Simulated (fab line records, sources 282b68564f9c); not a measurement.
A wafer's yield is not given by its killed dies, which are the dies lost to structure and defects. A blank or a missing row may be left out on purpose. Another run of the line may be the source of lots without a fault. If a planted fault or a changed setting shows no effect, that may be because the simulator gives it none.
What tool caused it? :: flow rit cmos :: 15 lots with 45 wafers sampled at 2 steps, on a route of 202 steps

## WHAT THE GAUGES SHOWED, per wafer
RIT_M1_CD_MEAS_90: target cd 2600 nm. Usual: 2600 nm for cd nm, sd 3.4.
lot: L948
measured: day 3 11:02
on: cd sem-01
cd nm (nm): 2604 2600 2599
flag: 

lot: L949
measured: day 3 17:43
on: cd sem-01
cd nm (nm): 2601 2601 2602
flag: 

lot: L951
measured: day 4 03:16
on: cd sem-01
cd nm (nm): 2601 2602 2602
flag: 

lot: L953
measured: day 4 14:58
on: cd sem-02
cd nm (nm): - - -
flag: OFF

lot: L954
measured: day 4 16:47
on: cd sem-02
cd nm (nm): - - -
flag: OFF

lot: L955
measured: day 4 21:41
on: cd sem-01
cd nm (nm): - - -
flag: OFF

lot: L956
measured: day 5 05:56
on: cd sem-01
cd nm (nm): 2595 2595 2595
flag: 

lot: L961
measured: day 6 06:58
on: cd sem-02
cd nm (nm): 2594 2595 2594
flag: 

lot: L963
measured: day 6 11:56
on: cd sem-02
cd nm (nm): 2600 2603 2604
flag: 

lot: L964
measured: day 6 19:53
on: cd sem-02
cd nm (nm): 2600 2602 2601
flag: 

lot: L965
measured: day 7 00:50
on: cd sem-01
cd nm (nm): 2598 2597 2601
flag: 

lot: L966
measured: day 7 03:19
on: cd sem-02
cd nm (nm): 2601 2603 2602
flag: 

lot: L968
measured: day 7 16:25
on: cd sem-02
cd nm (nm): 2602 2604 2605
flag: 

lot: L970
measured: day 7 23:38
on: cd sem-02
cd nm (nm): 2597 2594 2596
flag: 

lot: L971
measured: day 8 05:56
on: cd sem-02
cd nm (nm): 2602 2602 2600
flag: 

## WHICH TOOL RAN EACH LOT (tool, then ch and the chambers of the sampled wafers, then the start)
lot: L948
RIT_M1_METAL_ETCH_12: rie metal-02 ch 0,1, day 3 10:30

lot: L949
RIT_M1_METAL_ETCH_12: rie metal-01 ch 0,1, day 3 17:10

lot: L951
RIT_M1_METAL_ETCH_12: rie metal-02 ch 1, day 4 02:44

lot: L953
RIT_M1_METAL_ETCH_12: rie metal-03 ch 0,1, day 4 14:27

lot: L954
RIT_M1_METAL_ETCH_12: rie metal-02 ch 0,1, day 4 16:16

lot: L955
RIT_M1_METAL_ETCH_12: rie metal-01 ch 0,1, day 4 21:11

lot: L956
RIT_M1_METAL_ETCH_12: rie metal-03 ch 0,1, day 5 05:23

lot: L961
RIT_M1_METAL_ETCH_12: rie metal-01 ch 0,1, day 6 06:28

lot: L963
RIT_M1_METAL_ETCH_12: rie metal-02 ch 0,1, day 6 11:26

lot: L964
RIT_M1_METAL_ETCH_12: rie metal-01 ch 0,1, day 6 19:23

lot: L965
RIT_M1_METAL_ETCH_12: rie metal-03 ch 0, day 7 00:11

lot: L966
RIT_M1_METAL_ETCH_12: rie metal-01 ch 0,1, day 7 02:47

lot: L968
RIT_M1_METAL_ETCH_12: rie metal-02 ch 0,1, day 7 15:55

lot: L970
RIT_M1_METAL_ETCH_12: rie metal-03 ch 0,1, day 7 23:05

lot: L971
RIT_M1_METAL_ETCH_12: rie metal-02 ch 0,1, day 8 05:25
- RIT_M1_METAL_ETCH_12: etches Al in Cl2/BCl3, stops on SiO2, time 165 s, target depth 600 nm.

## AS READ BY THE TOOLS THEMSELVES (means over the sampled wafers that have a number; for cases with no such wafer, the mark the record gives instead)
RIT_M1_METAL_ETCH_12. Usual: bcl3 flow sccm 49.99 sccm, standard deviation 0.15; chamber pressure mTorr 99.99 mTorr, standard deviation 0.095; drypump motor current A 5.7 A, standard deviation 0.38; oes product au 0.777 a.u., standard deviation 0.014; throttle valve pct 8.28 %, standard deviation 0.07.
lot: L948
tool: rie metal-02
bcl3 flow sccm (sccm): 50.15
chamber pressure mTorr (mTorr): 99.93
drypump motor current A (A): 5.9
oes product au (a.u.): 0.778
throttle valve pct (%): 8.24
flag: 

lot: L949
tool: rie metal-01
bcl3 flow sccm (sccm): 50.09
chamber pressure mTorr (mTorr): 100.05
drypump motor current A (A): 5.3
oes product au (a.u.): 0.783
throttle valve pct (%): 8.32
flag: 

lot: L951
tool: rie metal-02
bcl3 flow sccm (sccm): 49.88
chamber pressure mTorr (mTorr): 100.08
drypump motor current A (A): 5.5
oes product au (a.u.): 0.770
throttle valve pct (%): 8.15
flag: 

lot: L953
tool: rie metal-03
bcl3 flow sccm (sccm): -
chamber pressure mTorr (mTorr): -
drypump motor current A (A): -
oes product au (a.u.): -
throttle valve pct (%): -
flag: OFF

lot: L954
tool: rie metal-02
bcl3 flow sccm (sccm): -
chamber pressure mTorr (mTorr): -
drypump motor current A (A): -
oes product au (a.u.): -
throttle valve pct (%): -
flag: OFF

lot: L955
tool: rie metal-01
bcl3 flow sccm (sccm): -
chamber pressure mTorr (mTorr): -
drypump motor current A (A): -
oes product au (a.u.): -
throttle valve pct (%): -
flag: OFF

lot: L956
tool: rie metal-03
bcl3 flow sccm (sccm): 49.90
chamber pressure mTorr (mTorr): 100.01
drypump motor current A (A): 6.0
oes product au (a.u.): 0.777
throttle valve pct (%): 8.31
flag: 

lot: L961
tool: rie metal-01
bcl3 flow sccm (sccm): 50.17
chamber pressure mTorr (mTorr): 100.02
drypump motor current A (A): 5.3
oes product au (a.u.): 0.777
throttle valve pct (%): 8.29
flag: 

lot: L963
tool: rie metal-02
bcl3 flow sccm (sccm): 49.93
chamber pressure mTorr (mTorr): 99.97
drypump motor current A (A): 5.9
oes product au (a.u.): 0.774
throttle valve pct (%): 8.24
flag: 

lot: L964
tool: rie metal-01
bcl3 flow sccm (sccm): 49.87
chamber pressure mTorr (mTorr): 100.00
drypump motor current A (A): 5.4
oes product au (a.u.): 0.776
throttle valve pct (%): 8.30
flag: 

lot: L965
tool: rie metal-03
bcl3 flow sccm (sccm): 49.90
chamber pressure mTorr (mTorr): 99.98
drypump motor current A (A): 6.2
oes product au (a.u.): 0.761
throttle valve pct (%): 8.28
flag: 

lot: L966
tool: rie metal-01
bcl3 flow sccm (sccm): 50.14
chamber pressure mTorr (mTorr): 100.00
drypump motor current A (A): 5.3
oes product au (a.u.): 0.790
throttle valve pct (%): 8.31
flag: 

lot: L968
tool: rie metal-02
bcl3 flow sccm (sccm): 50.01
chamber pressure mTorr (mTorr): 99.98
drypump motor current A (A): 5.7
oes product au (a.u.): 0.789
throttle valve pct (%): 8.19
flag: 

lot: L970
tool: rie metal-03
bcl3 flow sccm (sccm): 49.95
chamber pressure mTorr (mTorr): 99.92
drypump motor current A (A): 5.7
oes product au (a.u.): 0.777
throttle valve pct (%): 8.34
flag: 

lot: L971
tool: rie metal-02
bcl3 flow sccm (sccm): 49.90
chamber pressure mTorr (mTorr): 99.95
drypump motor current A (A): 5.9
oes product au (a.u.): 0.791
throttle valve pct (%): 8.26
flag: 

## THE ANSWER, worked out from the rows above alone
Rule: take the mean of a lot's wafers that have a number; if it is more than 3 standard deviations from the usual mean, the lot is off. Also off: a lot with no number at a reading for which 4 or more lots have one. Where the step has rows for the other lots, those lots are counted as sound. Order of review: gauges by route order, followed by the tools' own readings, for which a lot's mean as printed above is used. The first step at which some lot is off is used, and at that step the reading that is off furthest; a lot without a number counts as furthest.
Off: L953, L954, L955 (RIT_M1_CD_MEAS_90, cd nm). Without a number there: L953, L954, L955.
If a tool, at a process step before that reading, ran all the lots that are off and no sound lot after the first of them, it fits. The gauges at RIT_M1_CD_MEAS_90 aren't tried: what is off there is off at RIT_M1_METAL_ETCH_12 too, on other tools, and a gauge's error can't cause that. Of those tried, none fits.

## WHAT HAD BEEN PUT IN BY THE SIMULATOR
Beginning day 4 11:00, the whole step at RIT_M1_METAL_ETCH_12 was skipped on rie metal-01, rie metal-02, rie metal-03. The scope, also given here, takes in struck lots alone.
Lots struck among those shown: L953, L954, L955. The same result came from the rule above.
